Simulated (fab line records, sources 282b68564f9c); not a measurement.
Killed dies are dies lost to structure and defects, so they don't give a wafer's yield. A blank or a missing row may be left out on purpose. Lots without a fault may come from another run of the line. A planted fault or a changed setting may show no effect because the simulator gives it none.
Tool commonality check | flow rit_cmos | 15 lots, 45 wafers sampled

WHY IT WAS OPENED
At RIT_M1_CD_MEAS_09 the reading cd_nm is flagged on 3 of 15 lots. Wafers without a fault read 2600.3 nm, standard deviation 2.
Rule: a lot is flagged when every wafer of it that has a number lies more than 4 standard deviations from that mean, or none has a number. The other lots count as sound.

lot  | measured    | on        | cd_nm (nm), wafer by wafer | flag
L590 | day 3 07:02 | cd_sem-02 | 2602.3 2606.4 2603.0       |
L591 | day 3 12:39 | cd_sem-02 | 2601.9 2600.9 2599.1       |
L593 | day 4 00:51 | cd_sem-01 | 2598.3 2599.8 2598.4       |
L594 | day 4 03:00 | cd_sem-01 | 2600.6 2599.8 2597.7       |
L595 | day 4 08:15 | cd_sem-02 | 2598.6 2599.4 2599.2       |
L596 | day 4 15:41 | cd_sem-02 | 2599.4 2598.6 2599.3       |
L597 | day 4 22:55 | cd_sem-02 | 2598.0 2601.7 2598.1       |
L598 | day 4 23:13 | cd_sem-02 | 2600.8 2601.6 2600.4       |
L600 | day 5 10:52 | cd_sem-01 | 2602.7 2603.0 2604.3       |
L602 | day 5 18:03 | cd_sem-02 | 2756.2 2753.8 2755.8       | FLAGGED
L603 | day 5 23:09 | cd_sem-01 | 2602.0 2600.9 2602.6       |
L604 | day 6 03:31 | cd_sem-01 | 2730.0 2730.9 2732.3       | FLAGGED
L605 | day 6 11:09 | cd_sem-01 | 2731.4 2726.3 2728.7       | FLAGGED
L611 | day 7 15:34 | cd_sem-02 | 2599.9 2596.5 2596.4       |
L613 | day 8 00:45 | cd_sem-02 | 2600.2 2601.4 2604.4       |
The numbers of the flagged lots are 2738.4 nm on average: +138.1 nm against the usual, or +69 standard deviations.

WHICH TOOL RAN EACH LOT
The record holds 1 process step before the reading, out of a route of 202 steps. In each cell: the tool, then ch and the chambers that the sampled wafers went through, then the start.
lot  | flag    | RIT_M1_DEVELOP_08
L590 |         | litho_track-02 ch 0, day 3 06:00
L591 |         | litho_track-01 ch 0, day 3 12:00
L593 |         | litho_track-03 ch 0, day 4 00:00
L594 |         | litho_track-02 ch 0, day 4 02:00
L595 |         | litho_track-02 ch 0, day 4 08:00
L596 |         | litho_track-02 ch 0, day 4 15:00
L597 |         | litho_track-01 ch 0, day 4 22:00
L598 |         | litho_track-02 ch 0, day 4 23:00
L600 |         | litho_track-03 ch 0, day 5 10:00
L602 | FLAGGED | litho_track-03 ch 0, day 5 17:00
L603 |         | litho_track-01 ch 0, day 5 22:00
L604 | FLAGGED | litho_track-03 ch 0, day 6 03:00
L605 | FLAGGED | litho_track-03 ch 0, day 6 10:00
L611 |         | litho_track-02 ch 0, day 7 15:00
L613 |         | litho_track-01 ch 0, day 8 00:00
What these steps do:
- RIT_M1_DEVELOP_08: develop time 68 s.
- RIT_M1_CD_MEAS_09: target cd 2600 nm.

FLAGGED OVER TOTAL, TOOL BY TOOL (the gauges that took the reading come last)
step              | tool           | lots run | flagged | share of the flagged lots | sound lots run after its first flagged lot
RIT_M1_DEVELOP_08 | litho_track-01 | 4        | 0       | none                      | -
RIT_M1_DEVELOP_08 | litho_track-02 | 6        | 0       | none                      | -
RIT_M1_DEVELOP_08 | litho_track-03 | 5        | 3       | all                       | 0
RIT_M1_CD_MEAS_09 | cd_sem-01      | 6        | 2       | some                      | 0
RIT_M1_CD_MEAS_09 | cd_sem-02      | 9        | 1       | some                      | 2 (L611,L613)

WHAT THE TABLE ALLOWS
1 row of the table ran every flagged lot: litho_track-03 at RIT_M1_DEVELOP_08.
- litho_track-03 at RIT_M1_DEVELOP_08: 3 of its 5 lots flagged. Its last sound lot is L600 (day 5 10:00), its first flagged lot L602 (day 5 17:00): a fault that began between those two fits.
One tool is left: litho_track-03 at RIT_M1_DEVELOP_08.

WHAT THE SIMULATOR HAD PUT IN
Process parameter drift: litho_track-03, from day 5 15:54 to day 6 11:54, at RIT_M1_DEVELOP_08. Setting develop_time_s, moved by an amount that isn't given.
Lots struck among those shown: L602, L604, L605. The rule above found the same.
